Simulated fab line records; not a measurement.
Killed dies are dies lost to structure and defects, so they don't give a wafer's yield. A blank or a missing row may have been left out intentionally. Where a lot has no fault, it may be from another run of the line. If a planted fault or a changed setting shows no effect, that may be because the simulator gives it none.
Which tool was responsible? ; flow ritCmos ; 7 lots, 21 wafers sampled, at 2 steps of a route of 202

WHAT EACH GAUGE READ, for each wafer
No reading from a measuring or inspecting step in the record can be judged against a usual standard deviation.

TOOL THAT RAN EACH LOT (tool first, then ch and the chambers of the sampled wafers, then the start)
lot;RIT_M1_ANNEAL_15;RIT_M1_PROBE_99
L313;furnace-02 ch 0, day 3 17:43;-
L314;furnace-02 ch 0, day 3 23:11;-
L315;furnace-02 ch 0, day 4 00:41;-
L316;furnace-02 ch 0, day 4 06:50;-
L317;furnace-02 ch 0, day 4 10:22;-
L323;furnace-02 ch 0, day 5 22:22;prober-02, day 6 00:05
L324;furnace-02 ch 0, day 6 02:45;-
- RIT_M1_ANNEAL_15: time 1800 s.
- RIT_M1_PROBE_99

WHAT THE TOOLS THEMSELVES READ (means of the sampled wafers that have a number; where no wafer has one, the mark that the record gives instead)
RIT_M1_ANNEAL_15. Usual: spikeTcCentreC 453.5 C, standard deviation 0.89; spikeTcLoadC 468.8 C, standard deviation 1.1; spikeTcSourceC 465.5 C, standard deviation 0.99; tubeCenterTempC 450 C, standard deviation 0.036; tube_center_temp_C_max 451.15, standard deviation 0.19; zonePowerCentrePct 19.45 %, standard deviation 0.2; zonePowerLoadPct 6.39 %, standard deviation 0.064; zonePowerSourcePct 8.39 %, standard deviation 0.079.
lot;tool;spikeTcCentreC (C);spikeTcLoadC (C);spikeTcSourceC (C);tubeCenterTempC (C);tube_center_temp_C_max;zonePowerCentrePct (%);zonePowerLoadPct (%);zonePowerSourcePct (%);flag
L313;furnace-02;453.5;468.6;465.1;450;451.27;19.54;6.39;8.38;
L314;furnace-02;453.8;467.7;466.3;450;451.23;19.61;6.39;8.37;
L315;furnace-02;454.1;467.5;465.3;450;451.21;19.52;6.36;8.37;
L316;furnace-02;453.3;470.0;464.6;450;451.04;19.40;6.39;8.42;
L317;furnace-02;453.3;470.2;466.1;450;451.05;19.46;6.43;8.46;
L323;furnace-02;523.6;540.8;536.9;520;521.09;22.90;8.19;10.63;OFF
L324;furnace-02;525.0;539.9;536.8;520;521.24;22.59;8.13;10.66;OFF

RIT_M1_PROBE_99. Usual: defectLimitedYield 97.3 %, standard deviation 1.2; killed_at_M0_to_M3 0.0, standard deviation 0.12; killedAtFrontEnd 7, standard deviation 3.2; killedDies 7, standard deviation 3.2; killedOpen 3.5, standard deviation 2.2; killedShort 3.6, standard deviation 2.1; sort_bin_3_pad_short 0.1 %, standard deviation 0.22; sort_bin_5_function 1.5 %, standard deviation 0.87; sort_bin_6_memory 1.1 %, standard deviation 0.65; sortNPass 257, standard deviation 3.2; sortYieldPct 97.3 %, standard deviation 1.2.
lot;tool;defectLimitedYield (%);killed_at_M0_to_M3;killedAtFrontEnd;killedDies;killedOpen;killedShort;sort_bin_3_pad_short (%);sort_bin_5_function (%);sort_bin_6_memory (%);sortNPass;sortYieldPct (%);flag
L323;prober-02;98.7;0.3;3;3;2.0;1.3;0.0;1.0;0.3;261;98.7;

THE ANSWER, worked out from the rows above alone
Rule: take the mean of a lot's wafers that have a number; if it is more than 3 standard deviations from the usual mean, the lot is off. Also off: a lot with no number at a reading for which 4 or more lots have one. Any other lot the step has rows for is counted as sound. The gauges are gone through in route order, then the tools' own readings, and for those a lot's mean is taken as printed above. The first step at which some lot is off is used, and at that step the reading that is off furthest; a lot without a number counts as furthest.
Off: L323, L324 (RIT_M1_ANNEAL_15, tubeCenterTempC).
A tool fits if, at that step or a process step before it, it ran every lot that is off, and no sound lot after the first of them. One fits: RIT_M1_ANNEAL_15 on furnace-02. A fault onset in the window from L317 (day 4 10:22, its last sound lot) to L323 (day 5 22:22, its first lot off) fits.
The tool's own readings at RIT_M1_ANNEAL_15 bear it out: on the lots that are off they differ by more than 5 times the standard deviation of the sound lots' means. spikeTcCentreC reads 524.3 C there against 453.6 C on the sound lots; spikeTcLoadC reads 540.3 C there against 468.8 C on the sound lots; spikeTcSourceC reads 536.8 C there against 465.5 C on the sound lots; tubeCenterTempC reads 520 C there against 450 C on the sound lots; tube_center_temp_C_max reads 521.16 there against 451.16 on the sound lots; zonePowerCentrePct reads 22.74 % there against 19.51 % on the sound lots; zonePowerLoadPct reads 8.16 % there against 6.39 % on the sound lots; zonePowerSourcePct reads 10.64 % there against 8.40 % on the sound lots.

WHAT THE SIMULATOR PUT IN
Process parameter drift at RIT_M1_ANNEAL_15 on furnace-02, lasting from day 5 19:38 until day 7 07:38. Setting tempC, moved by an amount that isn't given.
Shown lots that were struck: L323, L324. Same finding as the rule above.
